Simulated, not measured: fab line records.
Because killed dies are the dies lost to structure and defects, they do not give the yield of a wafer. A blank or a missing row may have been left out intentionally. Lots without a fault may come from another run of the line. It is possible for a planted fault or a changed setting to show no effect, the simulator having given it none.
The tool behind it: which one? / flow rit-cmos / 6 lots with 18 wafers sampled at 2 steps, on a route of 202 steps

WHAT EACH GAUGE READ, for each wafer
RIT_PRETRO_TW_MEAS_10.
lot=L160; measured=day 2 14:55; on=film-metro-03; PRETRO_TW=484 486 483
lot=L166; measured=day 3 19:40; on=film-metro-01; PRETRO_TW=450 447 447
lot=L172; measured=day 5 02:37; on=film-metro-02; PRETRO_TW=485 482 485
lot=L175; measured=day 5 19:16; on=film-metro-01; PRETRO_TW=479 479 477
lot=L180; measured=day 6 19:31; on=film-metro-02; PRETRO_TW=488 487 486
lot=L182; measured=day 7 06:26; on=film-metro-03; PRETRO_TW=481 484 480

EACH LOT AND THE TOOL THAT RAN IT (in order: tool; ch and the chambers of the sampled wafers; start)
lot=L160; RIT_PRETRO_IMPLANT_08=implanter-03 ch 0, day 2 14:35
lot=L166; RIT_PRETRO_IMPLANT_08=implanter-04 ch 0, day 3 19:20
lot=L172; RIT_PRETRO_IMPLANT_08=implanter-03 ch 0, day 5 02:18
lot=L175; RIT_PRETRO_IMPLANT_08=implanter-02 ch 0, day 5 18:58
lot=L180; RIT_PRETRO_IMPLANT_08=implanter-02 ch 0, day 6 19:11
lot=L182; RIT_PRETRO_IMPLANT_08=implanter-02 ch 0, day 7 06:07
- RIT_PRETRO_IMPLANT_08

THE ANSWER, worked out from the rows above alone
Rule: the usual values come from the lots themselves. Put in order of their means at a reading, lots are off if they are a third of the lots or fewer, leave a main group of 4 or more, and stand apart from it by a gap of 3 or more times the standard deviation of the main group's means; of several such gaps the widest counts. If all means in a main group match to the digits the tables above print for the reading, that group is not used. Also off: a lot with no number at a reading for which 4 or more lots have one. Where the step has rows for the other lots, those lots are counted as sound.
Off: L166, at RIT_PRETRO_TW_MEAS_10 (PRETRO_TW). The main group: mean 483, standard deviation 2.9.
A tool fits if, at a process step before that reading, it ran every lot that is off, and no sound lot after the first of them. Those tools and the gauges at RIT_PRETRO_TW_MEAS_10 are tried in the same way. One fits: RIT_PRETRO_IMPLANT_08 on implanter-04. It ran no sound lot before its first lot that is off in this sample, so the start can't be narrowed down.

WHAT THE SIMULATOR PUT IN
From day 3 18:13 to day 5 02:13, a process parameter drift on implanter-04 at RIT_PRETRO_IMPLANT_08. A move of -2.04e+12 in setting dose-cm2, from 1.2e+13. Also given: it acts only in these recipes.
Struck lots among those shown: L166. The rule above found the same.
